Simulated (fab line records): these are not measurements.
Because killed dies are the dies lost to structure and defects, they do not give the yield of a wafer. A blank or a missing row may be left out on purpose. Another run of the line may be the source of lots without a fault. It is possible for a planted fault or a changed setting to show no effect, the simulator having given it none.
Which tool did it? | flow berkeleyCmos170 | 14 lots with 42 wafers sampled at 6 steps, on a route of 331 steps

## WHAT THE GAUGES SHOWED, per wafer
UCB170_M3_RS_MEAS_02: a four-point-probe measurement. Usual: M3_AL_RS typically reads 0.0322 ohm/sq, with standard deviation 0.00033.
lot  | measured     | on           | M3_AL_RS (ohm/sq)    | flag
L280 | day 8 03:36  | filmMetro-01 | 0.0323 0.0321 0.0323 | 
L282 | day 8 17:12  | filmMetro-03 | 0.0324 0.0321 0.0320 | 
L283 | day 9 03:29  | filmMetro-04 | 0.0326 0.0321 0.0322 | 
L285 | day 9 15:55  | filmMetro-03 | 0.0329 0.0321 0.0323 | 
L287 | day 10 05:50 | filmMetro-01 | 0.0332 0.0325 0.0324 | 
L288 | day 10 06:05 | filmMetro-03 | 0.0320 0.0321 0.0323 | 
L289 | day 10 10:51 | filmMetro-01 | 0.0319 0.0321 0.0325 | 
L292 | day 10 16:29 | filmMetro-03 | 0.0318 0.0318 0.0318 | 
L293 | day 10 16:19 | filmMetro-04 | 0.0323 0.0326 0.0326 | 
L294 | day 11 02:08 | filmMetro-01 | 0.0192 0.0323 0.0321 | OFF
L296 | day 12 03:04 | filmMetro-03 | 0.0320 0.0321 0.0191 | OFF
L297 | day 12 03:20 | filmMetro-04 | 0.0326 0.0322 0.0326 | 
L298 | day 12 03:37 | filmMetro-01 | 0.0331 0.0325 0.0326 | 
L299 | day 12 09:02 | filmMetro-04 | 0.0317 0.0316 0.0315 | 

UCB170_M3_THK_MEAS_03: measures by xrf. Usual: M3_AL_THK typically reads 897 nm, with standard deviation 10.
lot  | measured     | on           | M3_AL_THK (nm) | flag
L280 | day 8 03:43  | filmMetro-01 | 898 896 893    | 
L282 | day 8 17:19  | filmMetro-03 | 886 895 903    | 
L283 | day 9 03:36  | filmMetro-04 | 885 910 901    | 
L285 | day 9 16:01  | filmMetro-03 | 881 895 895    | 
L287 | day 10 05:56 | filmMetro-01 | 872 885 889    | 
L288 | day 10 06:11 | filmMetro-03 | 901 899 893    | 
L289 | day 10 10:58 | filmMetro-01 | 910 902 892    | 
L292 | day 10 16:36 | filmMetro-03 | 909 909 910    | 
L293 | day 10 16:26 | filmMetro-04 | 894 892 887    | 
L294 | day 11 02:16 | filmMetro-01 | 1498 897 901   | OFF
L296 | day 12 03:11 | filmMetro-03 | 905 903 1508   | OFF
L297 | day 12 03:26 | filmMetro-04 | 895 905 893    | 
L298 | day 12 03:44 | filmMetro-01 | 871 885 883    | 
L299 | day 12 09:08 | filmMetro-04 | 917 920 923    | 

UCB170_M3_CD_MEAS_15: the cd target is 700 nm. Usual: cdNm reads 700.0 nm (standard deviation 1.2).
lot  | measured     | on       | cdNm (nm)         | flag
L280 | day 8 06:47  | cdSem-01 | 699.6 698.3 699.9 | 
L282 | day 8 19:20  | cdSem-01 | 698.1 699.5 698.8 | 
L283 | day 9 06:17  | cdSem-02 | 698.9 698.9 700.0 | 
L285 | day 9 17:40  | cdSem-01 | 699.5 700.2 700.7 | 
L287 | day 10 07:57 | cdSem-02 | 700.0 699.3 698.8 | 
L288 | day 10 08:13 | cdSem-02 | 701.2 699.1 700.6 | 
L289 | day 10 13:10 | cdSem-01 | 700.8 702.1 701.0 | 
L292 | day 10 18:44 | cdSem-01 | 700.8 700.1 700.7 | 
L293 | day 10 18:29 | cdSem-01 | 698.8 698.8 699.2 | 
L294 | day 11 04:01 | cdSem-01 | 701.3 699.2 699.1 | 
L296 | day 12 06:29 | cdSem-01 | 699.0 700.1 698.0 | 
L297 | day 12 06:55 | cdSem-01 | 701.3 701.2 700.7 | 
L298 | day 12 07:29 | cdSem-02 | 698.6 698.8 698.6 | 
L299 | day 12 10:54 | cdSem-01 | 696.7 697.0 698.3 | 

## TOOL THAT RAN EACH LOT (tool first, then ch and the chambers of the sampled wafers, then the start)
lot  | UCB170_CONTACT_ETCH_17            | UCB170_CONTACT_STRIP_19             | UCB170_M3_SPUTTER_01
L280 | rieDiel-03 ch 0,1,2, day 7 11:36  | plasmaAsher-02 ch 0,1, day 7 11:46  | pvdSputter-04, day 8 03:31
L282 | rieDiel-04 ch 0,1, day 7 23:20    | plasmaAsher-02 ch 0,1, day 7 23:30  | pvdSputter-04, day 8 17:05
L283 | rieDiel-02 ch 0,3, day 8 06:28    | plasmaAsher-02 ch 0,1, day 8 06:38  | pvdSputter-01, day 9 03:24
L285 | rieDiel-04 ch 2,3, day 9 00:29    | plasmaAsher-04 ch 0, day 9 00:39    | pvdSputter-03, day 9 15:49
L287 | rieDiel-02 ch 0,1,3, day 9 11:26  | plasmaAsher-02 ch 0,1, day 9 11:37  | pvdSputter-01, day 10 05:44
L288 | rieDiel-03 ch 1,3, day 9 11:57    | plasmaAsher-04 ch 0,1, day 9 12:09  | pvdSputter-03, day 10 05:58
L289 | rieDiel-04 ch 1,2, day 9 18:21    | plasmaAsher-02 ch 0,1, day 9 18:31  | pvdSputter-01, day 10 10:45
L292 | rieDiel-04 ch 0,1, day 9 23:21    | plasmaAsher-02 ch 0,1, day 9 23:31  | pvdSputter-04, day 10 16:24
L293 | rieDiel-04 ch 0,2,3, day 9 23:44  | plasmaAsher-02 ch 0, day 9 23:54    | pvdSputter-03, day 10 16:14
L294 | rieDiel-04 ch 0,1,2, day 10 09:03 | plasmaAsher-01 ch 0,1, day 10 09:13 | pvdSputter-03, day 11 02:03
L296 | rieDiel-04 ch 0,1,2, day 11 07:01 | plasmaAsher-01 ch 0,1, day 11 07:11 | pvdSputter-03, day 12 02:58
L297 | rieDiel-02 ch 1,2, day 11 08:10   | plasmaAsher-04 ch 0,1, day 11 08:20 | pvdSputter-04, day 12 03:14
L298 | rieDiel-02 ch 0,1, day 11 09:58   | plasmaAsher-02 ch 0,1, day 11 10:08 | pvdSputter-01, day 12 03:31
L299 | rieDiel-03 ch 0,1,3, day 11 17:06 | plasmaAsher-01 ch 0,1, day 11 17:16 | pvdSputter-04, day 12 08:55
- UCB170_CONTACT_ETCH_17: etches BARC in N2/H2.
- UCB170_CONTACT_STRIP_19: strips in O2.
- UCB170_M3_SPUTTER_01: material Al, target thk 900 nm, time 120 s.

## WHAT THE TOOLS THEMSELVES READ (means of the sampled wafers that have a number; where no wafer has one, the mark that the record gives instead)
UCB170_CONTACT_ETCH_17. Usual: drypumpMotorCurrentA 5.6 A, standard deviation 0.37; oesProductAu 0.994 a.u., standard deviation 0.017; throttleValvePct 13.35 %, standard deviation 0.14.
lot  | tool       | drypumpMotorCurrentA (A) | oesProductAu (a.u.) | throttleValvePct (%) | flag
L280 | rieDiel-03 | 5.6                      | 1.006               | 13.33                | 
L282 | rieDiel-04 | 5.9                      | 1.004               | 13.40                | 
L283 | rieDiel-02 | 5.4                      | 0.976               | 13.15                | 
L285 | rieDiel-04 | 5.9                      | 0.990               | 13.33                | 
L287 | rieDiel-02 | 5.5                      | 0.984               | 13.23                | 
L288 | rieDiel-03 | 5.4                      | 0.998               | 13.48                | 
L289 | rieDiel-04 | 5.9                      | 0.977               | 13.35                | 
L292 | rieDiel-04 | 5.9                      | 0.996               | 13.40                | 
L293 | rieDiel-04 | 6.0                      | 1.000               | 13.37                | 
L294 | rieDiel-04 | 6.0                      | 0.983               | 13.37                | 
L296 | rieDiel-04 | 6.0                      | 0.990               | 13.37                | 
L297 | rieDiel-02 | 5.3                      | 1.011               | 13.29                | 
L298 | rieDiel-02 | 5.8                      | 0.991               | 13.23                | 
L299 | rieDiel-03 | 5.3                      | 0.991               | 13.40                | 

UCB170_CONTACT_STRIP_19. Usual: drypumpMotorCurrentA 5.8 A, standard deviation 0.32; oesProductAu 0.725 a.u., standard deviation 0.0047.
lot  | tool           | drypumpMotorCurrentA (A) | oesProductAu (a.u.) | flag
L280 | plasmaAsher-02 | 5.8                      | 0.728               | 
L282 | plasmaAsher-02 | 5.8                      | 0.728               | 
L283 | plasmaAsher-02 | 6.0                      | 0.726               | 
L285 | plasmaAsher-04 | 5.8                      | 0.723               | 
L287 | plasmaAsher-02 | 5.8                      | 0.724               | 
L288 | plasmaAsher-04 | 5.8                      | 0.723               | 
L289 | plasmaAsher-02 | 5.8                      | 0.724               | 
L292 | plasmaAsher-02 | 6.0                      | 0.719               | 
L293 | plasmaAsher-02 | 6.2                      | 0.723               | 
L294 | plasmaAsher-01 | 5.4                      | 0.722               | 
L296 | plasmaAsher-01 | 5.5                      | 0.723               | 
L297 | plasmaAsher-04 | 6.0                      | 0.722               | 
L298 | plasmaAsher-02 | 6.0                      | 0.721               | 
L299 | plasmaAsher-01 | 5.6                      | 0.726               | 

UCB170_M3_SPUTTER_01. Usual: throttleValvePct reads 30.2 % (standard deviation 1.1).
lot  | tool          | throttleValvePct (%) | flag
L280 | pvdSputter-04 | 30.7                 | 
L282 | pvdSputter-04 | 29.8                 | 
L283 | pvdSputter-01 | 29.7                 | 
L285 | pvdSputter-03 | 31.3                 | 
L287 | pvdSputter-01 | 30.1                 | 
L288 | pvdSputter-03 | 31.5                 | 
L289 | pvdSputter-01 | 30.0                 | 
L292 | pvdSputter-04 | 29.7                 | 
L293 | pvdSputter-03 | 31.1                 | 
L294 | pvdSputter-03 | 30.7                 | 
L296 | pvdSputter-03 | 31.4                 | 
L297 | pvdSputter-04 | 29.9                 | 
L298 | pvdSputter-01 | 30.2                 | 
L299 | pvdSputter-04 | 29.5                 | 

## THE ANSWER, worked out from the rows above alone
Rule: lot off if the mean of its wafers having a number is beyond 3 standard deviations from the usual mean. Also off: a lot with no number at a reading for which 4 or more lots have one. All remaining lots with rows at the step are treated as sound. After the gauges, taken in route order, come the tools' own readings; for these a lot's mean is taken, as printed above. At the first step where some lot is off, the reading lying furthest off is the one used; lots without a number count as furthest.
Off: L294, L296, seen at UCB170_M3_RS_MEAS_02 (M3_AL_RS).
A tool fits if, at a process step before that reading, it ran every lot that is off, and no sound lot after the first of them. The gauges at UCB170_M3_RS_MEAS_02 are tried like those tools. Can't be told from this: 2 tools fit, rieDiel-04 at UCB170_CONTACT_ETCH_17, pvdSputter-03 at UCB170_M3_SPUTTER_01.

## WHAT THE SIMULATOR HAD INSERTED
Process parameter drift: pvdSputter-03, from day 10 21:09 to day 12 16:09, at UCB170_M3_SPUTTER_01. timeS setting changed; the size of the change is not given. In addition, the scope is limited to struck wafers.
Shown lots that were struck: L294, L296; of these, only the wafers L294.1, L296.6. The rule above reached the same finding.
